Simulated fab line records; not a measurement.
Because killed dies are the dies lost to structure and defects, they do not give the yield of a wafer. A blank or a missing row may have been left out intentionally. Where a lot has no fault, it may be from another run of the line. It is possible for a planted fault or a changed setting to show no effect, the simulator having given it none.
8D (eight disciplines) problem report, filled in by code / flow berkeley-cmos170 / the parts of the form that need people (team, actions taken, sign-off) are left out

## 1. THE ISSUE
Wafers without a fault read 223.2 s, standard deviation 0.48; run-length-s at UCB170_CONTACT_ETCH_18 reads a mean of 174.3 s on 6 wafers belonging to 2 lots. So: -99 or more standard deviations from the usual mean.
The step: etches PSG in CHF3/CF4/Ar, stops on TiSi2, target depth 840 nm, time 195 s.
Seen first at day 8 13:00 on rie-diel-03, wafer L627.2. Wafers with a number at this step in the record: 39, from 13 lots. Rule for "out" (also "out of limits"): further than 4 standard deviations from the usual mean. The other wafers with a number count as sound.

## 2. WHAT IT IS, AND WHAT IT ISN'T
question=which readings at this step | is=run-length-s, oes-product-au | is not=drypump-motor-current-A, throttle-valve-pct
question=which lots | is=L627, L631 | is not=L622, L623, L624, L625, L634, L636, L638, L639, L641, L642, L644
question=which wafers of those lots | is=all that have a number | is not=-
question=read on which tools | is=rie-diel-03 | is not=rie-diel-01, rie-diel-04
question=when | is=from day 8 13:00 | is not=up to then (12 sound wafers); but 21 sound wafers of L634, L636, L638, L639, L641, L642, L644 came after

## 3. WHAT RULES OUT EACH SUSPECT
Counting: a tool at a process step up to the reading stays a suspect if it ran every lot that is out and no sound lot after the first of them.
- rie-diel-03 at UCB170_CONTACT_ETCH_18 (etches PSG in CHF3/CF4/Ar, stops on TiSi2, target depth 840 nm, time 195 s): kept. It ran every lot that is out, first L627 (day 8 13:00), and no sound lot after that; its last sound lot up to then is L625 (day 7 13:00). On those wafers its own readings are out: oes-product-au, run-length-s.
After counting, what remains is rie-diel-03 at UCB170_CONTACT_ETCH_18.

## 4. THE CAUSE (what the simulator had put in)
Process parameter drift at UCB170_CONTACT_ETCH_18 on rie-diel-03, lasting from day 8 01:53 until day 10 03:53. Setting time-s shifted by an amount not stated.
Only this tool survived the counting.

## 5. THE CHAIN OF EFFECTS, in route order
Each row: a reading where the mean over the struck wafers with a number is more than 3 standard deviations away from the usual. Only readings for which the record gives a usual standard deviation are gone through. hours: the time from each lot's start at the first step in this table that gives one to its start at this step, as a median over the lots. sigmas: the change in usual standard deviations.
hours=0; step=UCB170_CONTACT_ETCH_18; reading=oes-product-au; usual=0.897 a.u.; on struck wafers=1.011; change=+0.114; sigmas=+7.6
hours=0; step=UCB170_CONTACT_ETCH_18; reading=run-length-s; usual=223.2 s; on struck wafers=174.3; change=-48.9; sigmas=-99 or more
Process steps it contains:
- UCB170_CONTACT_ETCH_18: etches PSG in CHF3/CF4/Ar, stops on TiSi2, target depth 840 nm, time 195 s.

## 6. HOW IT WOULD HAVE BEEN CAUGHT EARLIER
In this record no reading fell out of limits until day 8 13:00, 11 hours after the fault had begun at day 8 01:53.
